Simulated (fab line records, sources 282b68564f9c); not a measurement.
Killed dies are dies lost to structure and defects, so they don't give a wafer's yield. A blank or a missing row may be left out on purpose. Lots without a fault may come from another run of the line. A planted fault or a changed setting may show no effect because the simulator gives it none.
One fault seen from 2 desks | flow rit_cmos | each desk has only its own numbers; what lay behind them comes last

THE TOOL OWNER'S DESK: rtp_anneal-01
The tool's own readings at RIT_SDANNEAL_RTA_03 (time 5 s): means of the sampled wafers that have a number, for each lot that ran on this tool. A lot is out of limits, marked OUT, if its mean lies more than 4 standard deviations from the usual mean; the brackets give that distance.
Columns: A = chamber_o2_ppm at RIT_SDANNEAL_RTA_03, usual 1.997; B = ramp_up_c_per_s at RIT_SDANNEAL_RTA_03, usual 342.00; C = wafer_temp_C_max at RIT_SDANNEAL_RTA_03, usual 1053.4
lot  | first seen here | A     | B      | C
L348 | day 3 16:59     | 2.002 | 342.02 | 1052.9
L349 | day 4 05:00     | 1.997 | 341.98 | 1053.4
L351 | day 4 14:06     | 1.993 | 341.90 | 1054.7
L353 | day 5 05:54     | 1.983 | 342.07 | 1053.5
L355 | day 5 11:42     | 1.997 | 342.02 | 1044.7 (-6.7) OUT
L357 | day 5 22:34     | 2.003 | 342.01 | 1045.8 (-5.9) OUT
L369 | day 8 21:23     | 1.992 | 342.04 | 1053.7
This desk's finding: out of limits on L355, L357; first on L355, day 5 11:42 (wafer_temp_C_max at RIT_SDANNEAL_RTA_03). In limits: L348, L349, L351, L353, L369.

THE METROLOGY DESK
What the gauges read, lot by lot, whatever tool the lot ran on: means of the sampled wafers that have a number. A lot is out of limits, marked OUT, if its mean lies more than 4 standard deviations from the usual mean; the brackets give that distance.
Columns: A = NSD_OVL at RIT_NSD_OVL_MEAS_06, usual -0.5 nm; B = PSD_RS at RIT_SDANNEAL_RS_MEAS_04, usual 115.9 ohm/sq; C = PLDD_RS at RIT_SDANNEAL_RS_MEAS_06, usual 178.7 ohm/sq
lot  | first seen here | A    | B               | C
L346 | day 3 05:52     | -2.1 | 116.3           | 179.4
L348 | day 3 14:37     | -0.0 | 115.8           | 178.4
L347 | day 3 15:14     | -2.8 | 116.1           | 178.8
L349 | day 4 02:36     | -1.5 | 116.1           | 179.1
L350 | day 4 08:50     | 0.2  | 115.8           | 178.5
L351 | day 4 11:42     | 0.6  | 115.6           | 178.3
L352 | day 4 12:00     | -0.1 | 115.8           | 178.8
L353 | day 5 03:25     | 1.1  | 116.0           | 179.3
L354 | day 5 06:25     | -0.4 | 115.6           | 178.4
L355 | day 5 09:10     | 0.4  | 121.3 (+18) OUT | 183.3 (+8.9) OUT
L357 | day 5 20:10     | -0.1 | 121.6 (+18) OUT | 183.7 (+9.6) OUT
L364 | day 7 09:25     | 0.2  | 115.5           | 178.2
L368 | day 8 06:53     | 0.2  | 116.1           | 178.8
L369 | day 8 18:41     | 0.5  | 115.7           | 178.1
This desk's finding: out of limits on L355, L357; first on L355, day 5 11:49 (PSD_RS at RIT_SDANNEAL_RS_MEAS_04). In limits: L346, L348, L347, L349, L350, L351, L352, L353, L354, L364, L368, L369.

PUT TOGETHER
The tool owner's desk could have raised an alarm at day 5 11:42, on L355, L357.
The metrology desk could have raised an alarm at day 5 11:49, on L355, L357.
Of the lots named, all ran RIT_SDANNEAL_RTA_03 on rtp_anneal-01.

WHAT THE SIMULATOR HAD PUT IN
Process parameter drift: rtp_anneal-01, from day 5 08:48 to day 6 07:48, at RIT_SDANNEAL_RTA_03. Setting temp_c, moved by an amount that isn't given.
Lots struck among those shown: L355, L357.
Hours from the fault's start to each desk's first reading out of limits: the tool owner's desk, 3; the metrology desk, 3.
